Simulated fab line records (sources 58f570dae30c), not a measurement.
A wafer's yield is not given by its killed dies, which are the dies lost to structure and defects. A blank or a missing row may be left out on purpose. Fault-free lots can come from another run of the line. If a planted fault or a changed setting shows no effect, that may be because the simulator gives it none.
The tool behind it: which one? | flow berkeley cmos170 | 45 wafers from 15 lots sampled at 5 of the route's 331 steps

WHAT THE GAUGES READ, wafer by wafer
UCB170_V1_THK_MEAS_01. Usual: V1_TEOS_THK gives 1997 nm (standard deviation 27).
lot  | measured     | on            | V1_TEOS_THK (nm) | flag
L962 | day 7 01:00  | film metro-02 | 1966 1965 2011   |
L963 | day 7 12:32  | film metro-04 | 1987 2003 2011   |
L964 | day 7 12:27  | film metro-02 | 1979 2004 2031   |
L967 | day 7 22:06  | film metro-04 | 1990 1977 2021   |
L965 | day 7 22:12  | film metro-03 | 1974 1971 2000   |
L966 | day 7 22:06  | film metro-02 | 2032 2029 2038   |
L968 | day 8 12:36  | film metro-03 | 1979 1994 2013   |
L969 | day 8 12:37  | film metro-02 | 1995 2001 2056   |
L970 | day 8 16:40  | film metro-04 | 2002 2037 1998   |
L972 | day 8 19:59  | film metro-02 | 1966 1952 2001   |
L971 | day 8 20:01  | film metro-03 | 2003 2022 2054   |
L981 | day 11 00:15 | film metro-03 | 1968 2013 1978   |
L982 | day 11 12:56 | film metro-03 | 1953 1963 1975   |
L984 | day 11 12:47 | film metro-03 | 1975 2004 2011   |
L985 | day 11 12:47 | film metro-02 | 2017 1989 2011   |

UCB170_V1_CD_MEAS_12: target cd 700 nm. Usual: cd nm 700.2 nm, standard deviation 1.4.
lot  | measured     | on        | cd nm (nm)                          | flag
L962 | day 7 03:18  | cd sem-02 | 699.9 700.5 698.9                   |
L963 | day 7 14:26  | cd sem-02 | 701.6 701.2 701.9                   |
L964 | day 7 14:11  | cd sem-01 | 698.1 697.7 698.7                   |
L967 | day 8 00:12  | cd sem-02 | 699.3 699.0 699.2                   |
L965 | day 8 00:47  | cd sem-02 | 701.1 702.1 701.8                   |
L966 | day 8 00:36  | cd sem-01 | 701.5 699.1 699.2                   |
L968 | day 8 14:53  | cd sem-02 | 701.2 700.6 700.2                   |
L969 | day 8 14:39  | cd sem-02 | 702.2 702.4 702.8                   |
L970 | day 8 19:02  | cd sem-02 | 699.0 699.4 698.7                   |
L972 | day 8 21:57  | cd sem-01 | 699.1 698.8 698.8                   |
L971 | day 8 22:11  | cd sem-02 | 703.6 701.3 702.8                   |
L981 | day 11 02:49 | cd sem-02 | 690.9 690.6 690.0 691.2 690.5 690.3 | OFF
L982 | day 11 15:07 | cd sem-01 | 696.1 695.7 695.9 695.8 695.8 696.1 | OFF
L984 | day 11 14:38 | cd sem-02 | 692.7 693.6 693.4 692.3 693.5 692.7 | OFF
L985 | day 11 14:55 | cd sem-01 | 699.4 698.8 699.0                   |

UCB170_M2_OVL_MEAS_16. Usual: M2_OVL gives 0 nm (standard deviation 6.4).
lot  | measured     | on         | M2_OVL (nm) | flag
L962 | day 7 06:12  | overlay-01 | -4 -5 -9    |
L963 | day 7 17:25  | overlay-01 | 4 7 5       |
L964 | day 7 17:17  | overlay-02 | -3 0 -4     |
L967 | day 8 03:04  | overlay-02 | -11 -6 -11  |
L965 | day 8 03:33  | overlay-02 | 4 2 7       |
L966 | day 8 03:16  | overlay-01 | 1 -1 3      |
L968 | day 8 17:36  | overlay-01 | -8 -3 -7    |
L969 | day 8 17:13  | overlay-02 | 7 13 12     |
L970 | day 8 21:52  | overlay-02 | -1 4 -4     |
L972 | day 9 01:26  | overlay-02 | 2 -5 -1     |
L971 | day 9 01:43  | overlay-02 | -10 -7 -12  |
L981 | day 11 11:05 | overlay-02 | -4 -1 1     |
L982 | day 12 06:37 | overlay-02 | -4 6 0      |
L984 | day 11 21:33 | overlay-01 | -2 3 -4     |
L985 | day 11 17:59 | overlay-01 | -10 -4 -14  |

WHAT TOOL EACH LOT RAN ON (gives the tool, then ch and the chambers of the sampled wafers, and finally the start)
lot  | UCB170_NSD_STRIP_09                  | UCB170_SDANNEAL_RTA_01
L962 | plasma asher-04 ch 0, day 6 10:01    | rtp anneal-02 ch 0, day 6 11:16
L963 | plasma asher-01 ch 0,1, day 7 00:29  | rtp anneal-01 ch 0, day 7 01:42
L964 | plasma asher-04 ch 0,1, day 7 00:42  | rtp anneal-02 ch 0, day 7 02:05
L967 | plasma asher-01 ch 0,1, day 7 08:12  | rtp anneal-01 ch 0, day 7 11:36
L965 | plasma asher-02 ch 0,1, day 7 08:31  | rtp anneal-02 ch 0, day 7 11:37
L966 | plasma asher-04 ch 0,1, day 7 09:05  | rtp anneal-01 ch 0, day 7 11:43
L968 | plasma asher-02 ch 0,1, day 7 22:36  | rtp anneal-02 ch 0, day 8 00:13
L969 | plasma asher-04 ch 0,1, day 7 23:01  | rtp anneal-01 ch 0, day 8 00:44
L970 | plasma asher-02 ch 0,1, day 8 02:53  | rtp anneal-02 ch 0, day 8 04:01
L972 | plasma asher-01 ch 0,1, day 8 05:04  | rtp anneal-01 ch 0, day 8 06:19
L971 | plasma asher-02 ch 0,1, day 8 05:13  | rtp anneal-02 ch 0, day 8 06:33
L981 | plasma asher-02 ch 0,1, day 10 07:46 | rtp anneal-01 ch 0, day 10 09:18
L982 | plasma asher-04 ch 0,1, day 10 18:49 | rtp anneal-02 ch 0, day 10 20:07
L984 | plasma asher-02 ch 0,1, day 10 18:51 | rtp anneal-01 ch 0, day 10 20:23
L985 | plasma asher-01 ch 0,1, day 10 19:06 | rtp anneal-02 ch 0, day 10 20:17
- UCB170_NSD_STRIP_09: strips in O2.
- UCB170_SDANNEAL_RTA_01: time 5 s.

WHAT THE TOOLS THEMSELVES READ (means of the sampled wafers that have a number; where no wafer has one, the mark that the record gives instead)
UCB170_NSD_STRIP_09. Usual: drypump motor current A 5.6 A, standard deviation 0.32; oes product au 0.536 a.u., standard deviation 0.0044; strip time to endpoint s 36.20 s, standard deviation 0.069.
lot  | tool            | drypump motor current A (A) | oes product au (a.u.) | strip time to endpoint s (s) | flag
L962 | plasma asher-04 | 5.8                         | 0.535                 | 36.17                        |
L963 | plasma asher-01 | 5.2                         | 0.531                 | 36.13                        |
L964 | plasma asher-04 | 6.0                         | 0.538                 | 36.24                        |
L967 | plasma asher-01 | 5.3                         | 0.538                 | 36.25                        |
L965 | plasma asher-02 | 5.6                         | 0.534                 | 36.19                        |
L966 | plasma asher-04 | 6.0                         | 0.533                 | 36.11                        |
L968 | plasma asher-02 | 5.5                         | 0.534                 | 36.18                        |
L969 | plasma asher-04 | 6.0                         | 0.537                 | 36.20                        |
L970 | plasma asher-02 | 5.5                         | 0.536                 | 36.25                        |
L972 | plasma asher-01 | 5.2                         | 0.539                 | 36.25                        |
L971 | plasma asher-02 | 5.6                         | 0.539                 | 36.16                        |
L981 | plasma asher-02 | 5.5                         | 0.539                 | 36.24                        |
L982 | plasma asher-04 | 5.9                         | 0.534                 | 36.21                        |
L984 | plasma asher-02 | 5.5                         | 0.537                 | 36.18                        |
L985 | plasma asher-01 | 5.2                         | 0.537                 | 36.07                        |

UCB170_SDANNEAL_RTA_01. Usual: lamp power pct 30.6 %, standard deviation 1.1; wafer_temp_C_max 1053.8, standard deviation 1.2.
lot  | tool          | lamp power pct (%) | wafer_temp_C_max | flag
L962 | rtp anneal-02 | 29.6               | 1053.6           |
L963 | rtp anneal-01 | 31.7               | 1053.9           |
L964 | rtp anneal-02 | 29.6               | 1053.2           |
L967 | rtp anneal-01 | 31.7               | 1055.0           |
L965 | rtp anneal-02 | 29.6               | 1052.6           |
L966 | rtp anneal-01 | 31.7               | 1054.3           |
L968 | rtp anneal-02 | 29.6               | 1053.2           |
L969 | rtp anneal-01 | 31.8               | 1053.9           |
L970 | rtp anneal-02 | 29.6               | 1053.1           |
L972 | rtp anneal-01 | 31.8               | 1055.1           |
L971 | rtp anneal-02 | 29.6               | 1052.7           |
L981 | rtp anneal-01 | 31.7               | 1056.0           |
L982 | rtp anneal-02 | 29.6               | 1053.0           |
L984 | rtp anneal-01 | 31.7               | 1054.1           |
L985 | rtp anneal-02 | 29.6               | 1052.8           |

THE ANSWER, worked out from the rows above alone
Rule: a lot is off if the mean of its wafers that have a number lies more than 3 standard deviations from the usual mean. A lot without any number at a reading at which 4 lots or more have one is off too. All remaining lots with rows at the step are treated as sound. Order of review: gauges by route order, followed by the tools' own readings, for which a lot's mean as printed above is used. At the first step where some lot is off, the reading lying furthest off is the one used; lots without a number count as furthest.
Off, at UCB170_V1_CD_MEAS_12 on cd nm: L981, L982, L984.
If a tool, at a process step before that reading, ran all the lots that are off and no sound lot after the first of them, it fits. Gauges at UCB170_V1_CD_MEAS_12: tried the same way as those tools. No candidate that was tried fits.

WHAT THE SIMULATOR PUT IN
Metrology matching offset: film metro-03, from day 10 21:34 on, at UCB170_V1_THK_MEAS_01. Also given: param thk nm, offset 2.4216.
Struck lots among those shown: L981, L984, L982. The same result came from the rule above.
